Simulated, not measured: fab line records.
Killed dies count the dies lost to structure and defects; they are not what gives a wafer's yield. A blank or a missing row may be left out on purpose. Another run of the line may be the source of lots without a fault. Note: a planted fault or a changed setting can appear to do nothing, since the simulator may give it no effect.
fab line records    flow rit_cmos
record: lots: 7  wafers: 21  last_day: 8
route steps=202 shown NWELL@30 PWELL@39 M1@202
lots that met no fault: taken from a fault-free run of the same line
start_h: the number of hours between the record's first day and the start of the first shown wafer of the lot    wait_h: how many hours have passed since the lot's step before this one    " as in the row above    L1.1+2: one row covering several wafers at once    - either no value or no given start    * or withheld: withheld    < > ~ a bound
route shown NAME@n: names a module that has steps shown in the file, with the first one's number in the route    usual: average and standard deviation across the fault-free wafers    same: alike in all rows    chamber/n: place in a boat    sites: readings site by site    _std_site: standard deviation of those values    _edge_site: outer sites' mean less inner sites'    radius_mm: for every site, how far away it sits from the centre of the wafer    mask NAME#n: copy n    behind: the last tool/chamber to shape the wafer    hold: why the lot was held/for how many hours/how that ended    device: whichever transistor did not switch (one of n, p or np)    end of line: the same wafers' tests at the end of the route    for a step that has no rows: nothing shown but its recipe    killed: dies lost to structure and defects at the first sort, not the wafer's yield    map: a wafer's dies, x killed, . not, _ none there
set.NAME: the setting the step ran with; set.NAME@STEP: the setting that earlier step ran with    model.NAME: the simulator's own value behind a step, which no gauge read
certain route steps with their lots: each step a table, each wafer a row
services: when a tool's chamber went out of use (start_h, in hours from the record's first day, below 0 if earlier), for how many hours, and the reason
== steps ==
step: RIT_NWELL_SOFTBAKE_02
recipe: resist: NOVOLAK  temp_c: 90  time_s: 60
step: RIT_NWELL_EXPOSE_03
recipe: mask_id: M2  na: 0.57  target_cd_nm: 43900  dose_mj: 250
step: RIT_NWELL_PEB_04
recipe: resist: NOVOLAK  temp_c: withheld  time_s: withheld
step: RIT_NWELL_DEVELOP_05
recipe: resist: NOVOLAK  develop_time_s: 68  dev_temp_c: 23
step: RIT_NWELL_OVL_MEAS_06
usual: NWELL_OVL: -0.5/1.4
lot.wafer  tool        chamber  start_h  wait_h  NWELL_OVL[nm]
L148.1     overlay-01  -        32.29    -       0.0
L148.2     "           -        "        "       1.1
L148.6     "           -        "        "       0.4
L150.1     overlay-02  -        47.86    -       -0.6
L150.2     "           -        "        "       -0.8
L150.3     "           -        "        "       -2.4
L152.1     overlay-02  -        52.46    -       -0.3
L152.2     "           -        "        "       2.7
L152.5     "           -        "        "       1.1
L160.1     overlay-02  -        91.67    -       -1.2
L160.5     "           -        "        "       -0.3
L160.6     "           -        "        "       1.2
L161.1     overlay-01  -        97.59    -       2.4
L161.3     "           -        "        "       -0.1
L161.5     "           -        "        "       1.4
L164.3     overlay-01  -        111.08   -       -2.2
L164.4     "           -        "        "       -1.4
L164.6     "           -        "        "       -3.1
L168.4     overlay-02  -        134.36   -       0.8
L168.5     "           -        "        "       -1.0
L168.6     "           -        "        "       1.1
step: RIT_NWELL_HARDBAKE_07
recipe: resist: NOVOLAK  temp_c: 140  time_s: 120
step: RIT_NWELL_IMPLANT_08
recipe: species: P  energy_kev: 170  dose_cm2: 5e+13  tilt_deg: 7
step: RIT_NWELL_STRIP_09
recipe: chemistry: O2  time_s: 180  resist: NOVOLAK  platen_temp_c: withheld  power_w: 500  pressure_mtorr: 4000  o2_flow_sccm: 4000
usual: drypump_motor_current_A: 5.7/0.32
lot.wafer  tool             chamber  start_h  wait_h  drypump_motor_current_A  rf_hours_counter_h
L148.1     plasma_asher-02  0        32.73    0.1     6.2                      23
L148.2     "                1        "        "       6.0                      23
L148.6     "                0        "        "       6.2                      -
L150.1     plasma_asher-02  0        48.30    0.1     6.3                      24
L150.2     "                1        "        "       6.0                      24
L150.3     "                0        "        "       6.3                      -
L152.1     plasma_asher-02  1        52.89    0.1     6.0                      24
L152.2     "                0        "        "       6.3                      24
L152.5     "                0        "        "       6.2                      -
L160.1     plasma_asher-03  0        92.10    0.1     5.7                      47
L160.5     "                1        "        "       5.7                      -
L160.6     "                0        "        "       5.6                      -
L161.1     plasma_asher-03  1        98.03    0.1     5.7                      47
L161.3     "                1        "        "       5.7                      -
L161.5     "                0        "        "       5.7                      -
L164.3     plasma_asher-04  0        111.56   0.1     5.7                      -
L164.4     "                1        "        "       5.1                      -
L164.6     "                0        "        "       5.7                      -
L168.4     plasma_asher-03  1        134.84   0.1     5.7                      -
L168.5     "                1        "        "       5.7                      -
L168.6     "                0        "        "       5.7                      -
step: RIT_NWELL_TW_MEAS_10
usual: NWELL_TW: 2133/9.6
lot.wafer  tool           chamber  start_h  wait_h  NWELL_TW
L148.1     film_metro-01  -        32.90    0.1     2116
L148.2     "              -        "        "       2134
L148.6     "              -        "        "       2132
L150.1     film_metro-03  -        48.47    0.1     2128
L150.2     "              -        "        "       2122
L150.3     "              -        "        "       2134
L152.1     film_metro-01  -        53.07    0.1     2125
L152.2     "              -        "        "       2124
L152.5     "              -        "        "       2128
L160.1     film_metro-03  -        92.28    0.1     2110
L160.5     "              -        "        "       2111
L160.6     "              -        "        "       2115
L161.1     film_metro-01  -        98.20    0.1     2133
L161.3     "              -        "        "       2140
L161.5     "              -        "        "       2121
L164.3     film_metro-02  -        111.70   0.1     2139
L164.4     "              -        "        "       2136
L164.6     "              -        "        "       2148
L168.4     film_metro-03  -        134.99   0.1     2138
L168.5     "              -        "        "       2139
L168.6     "              -        "        "       2145
step: RIT_PWELL_HMDS_00
recipe: prime_time_s: 60  prime_temp_c: 140
step: RIT_PWELL_COAT_01
recipe: resist: NOVOLAK  spin_rpm: 2000  resist_thk_nm: 1300
step: RIT_PWELL_SOFTBAKE_02
recipe: resist: NOVOLAK  temp_c: 90  time_s: 60
step: RIT_PWELL_EXPOSE_03
recipe: mask_id: M3  na: 0.57  target_cd_nm: 43700  dose_mj: 250
usual: focus_offset_nm: -0.1/0.55
lot.wafer  tool              chamber  start_h  wait_h  mask  focus_offset_nm  model.PWELL.overlay_x_nm
L148.1     iline_stepper-02  0        33.41    0.1     M3#0  -0.1             -0.155
L148.2     "                 0        "        "       M3#0  0.4              -0.155
L148.6     "                 0        "        "       M3#0  -0.2             -0.155
L150.1     iline_stepper-01  0        49.11    0.2     M3#0  0.7              1.379
L150.2     "                 0        "        "       M3#0  0.0              1.379
L150.3     "                 0        "        "       M3#0  0.3              1.379
L152.1     iline_stepper-02  0        53.91    0.2     M3#0  -0.1             -0.5088
L152.2     "                 0        "        "       M3#0  0.1              -0.5088
L152.5     "                 0        "        "       M3#0  -0.3             -0.5088
L160.1     iline_stepper-02  0        92.79    0.1     M3#0  -1.5             359.6
L160.5     "                 0        "        "       M3#0  -1.0             359.6
L160.6     "                 0        "        "       M3#0  -0.6             359.6
L161.1     iline_stepper-02  0        98.71    0.1     M3#0  0.0              360
L161.3     "                 0        "        "       M3#0  -1.0             360
L161.5     "                 0        "        "       M3#0  -0.3             360
L164.3     iline_stepper-02  0        112.35   0.2     M3#0  -0.5             360.8
L164.4     "                 0        "        "       M3#0  0.0              360.8
L164.6     "                 0        "        "       M3#0  0.0              360.8
L168.4     iline_stepper-01  0        135.65   0.2     M3#0  -0.4             0.1826
L168.5     "                 0        "        "       M3#0  -0.4             0.1826
L168.6     "                 0        "        "       M3#0  0.1              0.1826
step: RIT_PWELL_PEB_04
recipe: resist: NOVOLAK  temp_c: withheld  time_s: withheld
step: RIT_PWELL_DEVELOP_05
recipe: resist: NOVOLAK  develop_time_s: 68  dev_temp_c: 23
step: RIT_PWELL_OVL_MEAS_06
usual: PWELL_OVL: -0.6/1.5
lot.wafer  tool        chamber  start_h  wait_h  PWELL_OVL[nm]
L148.1     overlay-02  -        33.84    -       -0.8
L148.2     "           -        "        "       -0.4
L148.6     "           -        "        "       -1.3
L150.1     overlay-02  -        49.54    -       0.2
L150.2     "           -        "        "       2.1
L150.3     "           -        "        "       -0.6
L152.1     overlay-02  -        54.52    -       -0.8
L152.2     "           -        "        "       -1.6
L152.5     "           -        "        "       -0.6
L160.1     overlay-02  -        93.22    -       357.3
L160.5     "           -        "        "       357.3
L160.6     "           -        "        "       357.9
L161.1     overlay-01  -        99.14    -       359.3
L161.3     "           -        "        "       359.9
L161.5     "           -        "        "       359.4
L164.3     overlay-02  -        112.76   -       360.0
L164.4     "           -        "        "       358.4
L164.6     "           -        "        "       361.5
L168.4     overlay-01  -        136.04   -       -3.2
L168.5     "           -        "        "       -0.8
L168.6     "           -        "        "       -1.6
step: RIT_PWELL_HARDBAKE_07
recipe: resist: NOVOLAK  temp_c: 140  time_s: 120
step: RIT_M1_PROBE_99
usual: killed_at_contacts: 0.1/0.31  killed_at_front_end: 7/3  killed_dies: 7/3  killed_on_rim: 2.0/1.3  killed_open: 3.8/2.1  killed_short: 3.6/1.9
same: gross_dies: 264  killed_at_M0_to_M3: 0  killed_at_M4_up: 0  killed_at_back_side: 0  killed_at_other: 0
lot.wafer  tool       chamber  start_h  wait_h  killed_at_contacts  killed_at_front_end  killed_dies  killed_on_rim  killed_open  killed_short  model.etest.well_edge_left.line_ohm_um  model.etest.well_edge_right.line_ohm_um  model.etest.iso_nwell_nwell.bv_v  model.etest.iso_nplus_nwell.lateral_log10_a_um
L148.1     prober-01  -        71.19    0.1     0                   8                    8            1              4            4             180.7                                   182.9                                    21.5                              -9.42
L148.2     prober-01  -        71.24    0.1     0                   7                    7            1              4            3             181.1                                   183.4                                    22.19                             -9.477
L148.6     prober-01  -        71.44    0.2     0                   5                    5            1              1            4             181.6                                   182.7                                    22.2                              -9.517
L150.1     prober-01  -        89.22    0.1     0                   5                    5            0              3            2             183.9                                   183.2                                    22.12                             -9.448
L150.2     prober-01  -        89.27    0.1     0                   7                    7            4              3            4             180.9                                   180.7                                    22.18                             -9.437
L150.3     prober-01  -        89.32    0.2     0                   7                    7            2              4            3             181.6                                   182.4                                    22.09                             -9.476
L152.1     prober-01  -        93.34    0.1     0                   10                   10           3              6            4             181.2                                   182.2                                    22.2                              -9.475
L152.2     prober-01  -        93.39    0.1     0                   12                   12           1              5            7             185.8                                   181.8                                    22.16                             -9.463
L152.5     prober-01  -        93.54    0.2     1                   8                    9            4              5            4             182.5                                   183.7                                    21.98                             -9.47
L160.1     prober-01  -        129.22   0.1     0                   9                    9            1              3            6             216.5                                   162.4                                    19.94                             -9.535
L160.5     prober-01  -        129.42   0.2     0                   8                    8            1              2            6             221.2                                   167.4                                    20.22                             -9.473
L160.6     prober-01  -        129.47   0.2     0                   9                    9            2              1            8             219.9                                   162.7                                    20.07                             -9.473
L161.1     prober-02  -        139.01   0.1     1                   10                   11           2              9            2             214.7                                   162.6                                    20.34                             -9.514
L161.3     prober-02  -        139.11   0.2     0                   5                    5            3              2            3             218.4                                   163.9                                    19.99                             -9.482
L161.5     prober-02  -        139.21   0.2     0                   14                   14           5              8            6             216.4                                   164                                      19.89                             -9.524
L164.3     prober-01  -        155.53   0.2     0                   5                    5            2              2            3             218.6                                   163.9                                    20.09                             -9.51
L164.4     prober-01  -        155.58   0.2     0                   11                   11           1              5            6             214                                     164.8                                    19.89                             -9.532
L164.6     prober-01  -        155.68   0.2     0                   9                    9            1              6            3             212.3                                   161.1                                    19.94                             -9.44
L168.4     prober-01  -        185.84   0.2     0                   4                    4            1              2            2             183.2                                   182                                      22.36                             -9.47
L168.5     prober-01  -        185.89   0.2     0                   9                    9            6              5            3             181.8                                   183.9                                    22.31                             -9.495
L168.6     prober-01  -        185.94   0.2     0                   4                    4            2              0            3             181.2                                   180.7                                    22.3                              -9.441
killed by level:class
L148.1 GATE:geometric_particle:open=3 GATE:geometric_particle:short=2 FOX1:geometric_particle:short=1 FOX1:geometric_particle:open=1 FOX2:geometric_particle:short=1
L148.2 FOX1:geometric_particle:open=2 GATE:geometric_particle:short=2 GATE:geometric_particle:open=2 REOX:geometric_particle:short=1
L148.6 FOX1:geometric_particle:short=2 SILICIDE:geometric_particle:short=2 SILICIDE:geometric_particle:open=1
L150.1 FOX1:geometric_particle:open=1 GATE:geometric_particle:short=1 GATE:geometric_particle:open=1 REOX:geometric_particle:open=1 REOX:geometric_particle:short=1
L150.2 SPACER:geometric_particle:short=2 FOX1:geometric_particle:open=1 FOX1:geometric_particle:short=1 REOX:geometric_particle:open=1 REOX:geometric_particle:short=1 SILICIDE:geometric_particle:open=1
L150.3 FOX1:geometric_particle:open=3 GATE:geometric_particle:short=2 GATE:geometric_particle:open=1 SPACER:geometric_particle:short=1
L152.1 REOX:geometric_particle:open=3 FOX1:geometric_particle:short=2 SPACER:geometric_particle:open=2 GATE:geometric_particle:open=1 REOX:geometric_particle:short=1 SPACER:geometric_particle:short=1
L152.2 REOX:geometric_particle:open=3 REOX:geometric_particle:short=3 GATE:geometric_particle:open=2 SPACER:geometric_particle:short=2 FOX1:geometric_particle:short=1 SILICIDE:geometric_particle:short=1
L152.5 GATE:geometric_particle:open=3 GATE:geometric_particle:short=2 FOX2:geometric_particle:open=1 FOX2:geometric_particle:short=1 SPACER:geometric_particle:short=1 CONTACT:geometric_particle:open=1
L160.1 GATE:geometric_particle:open=3 GATE:geometric_particle:short=3 FOX1:geometric_particle:short=2 REOX:geometric_particle:short=1
L160.5 REOX:geometric_particle:short=3 FOX1:geometric_particle:open=1 FOX1:geometric_particle:short=1 REOX:geometric_particle:open=1 SPACER:geometric_particle:short=1 SILICIDE:geometric_particle:short=1
L160.6 GATE:geometric_particle:short=3 REOX:geometric_particle:short=3 FOX1:geometric_particle:short=1 GATE:geometric_particle:open=1 SPACER:geometric_particle:short=1
L161.1 GATE:geometric_particle:open=3 SPACER:geometric_particle:open=3 FOX1:geometric_particle:short=1 FOX2:geometric_particle:open=1 SPACER:geometric_particle:short=1 SILICIDE:geometric_particle:open=1 CONTACT:geometric_particle:open=1
L161.3 GATE:geometric_particle:open=2 REOX:geometric_particle:short=2 FOX2:geometric_particle:short=1
L161.5 GATE:geometric_particle:open=3 REOX:geometric_particle:short=2 SPACER:geometric_particle:short=2 SILICIDE:geometric_particle:open=2 FOX1:geometric_particle:open=1 FOX1:geometric_particle:short=1 FOX2:geometric_particle:short=1 FOX2:geometric_particle:open=1
L164.3 REOX:geometric_particle:short=2 FOX1:geometric_particle:short=1 REOX:geometric_particle:open=1 SILICIDE:geometric_particle:open=1
L164.4 GATE:geometric_particle:open=3 GATE:geometric_particle:short=3 FOX2:geometric_particle:short=1 FOX2:geometric_particle:open=1 SPACER:geometric_particle:short=1 SILICIDE:geometric_particle:short=1 SILICIDE:geometric_particle:open=1
L164.6 GATE:geometric_particle:open=4 REOX:geometric_particle:open=2 GATE:geometric_particle:short=1 REOX:geometric_particle:short=1 SILICIDE:geometric_particle:short=1
L168.4 FOX1:geometric_particle:open=1 FOX1:geometric_particle:short=1 FOX2:geometric_particle:short=1 REOX:geometric_particle:open=1
L168.5 GATE:geometric_particle:open=2 SILICIDE:geometric_particle:open=2 GATE:geometric_particle:short=1 REOX:geometric_particle:short=1 REOX:geometric_particle:open=1 SILICIDE:geometric_particle:short=1 PSD:coat_microbubble_printed=1
L168.6 GATE:geometric_particle:short=2 FOX1:geometric_particle:short=1 PSD:coat_microbubble_printed=1
== services ==
tool              chamber  start_h  hours  kind
plasma_asher-04   -        19.39    0.9    repair
iline_stepper-01  -        28.25    6.2    repair
iline_stepper-01  -        60.26    1.7    pm
plasma_asher-04   -        63.69    2.8    pm
iline_stepper-02  0        74.10    -      calibration
iline_stepper-02  -        135.32   5.4    repair
== key ==
first_sign: step: RIT_PWELL_OVL_MEAS_06  reading: PWELL_OVL  direction: up  sigmas: 99+  usual: -0.6  struck: 359.0
effect none on later readings
model_effect: step: RIT_PWELL_EXPOSE_03  value: PWELL.overlay_x_nm  without: 0.1434  struck: 360.1
model_effect: step: RIT_M1_PROBE_99  value: etest.well_edge_left.line_ohm_um  without: 182.1  struck: 216.9
met_at RIT_PWELL_EXPOSE_03
struck_wafers L160.1,L160.5,L160.6,L161.1,L161.3,L161.5,L164.3,L164.4,L164.6
tester_left_out L160,L161,L164
onset_between 53.91 92.79
fault: kind: scanner_matching_overlay  tool: iline_stepper-02  chamber: -  onset_h: 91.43  steps: RIT_PWELL_EXPOSE_03  offset: 360
tester_left_out: of these lots the tester's yield and bins aren't shown, on N5 and GAA mostly nor the transistor test; their killed dies are dies lost to structure and defects alone, not to doping, threshold or leakage, so they don't give the yield
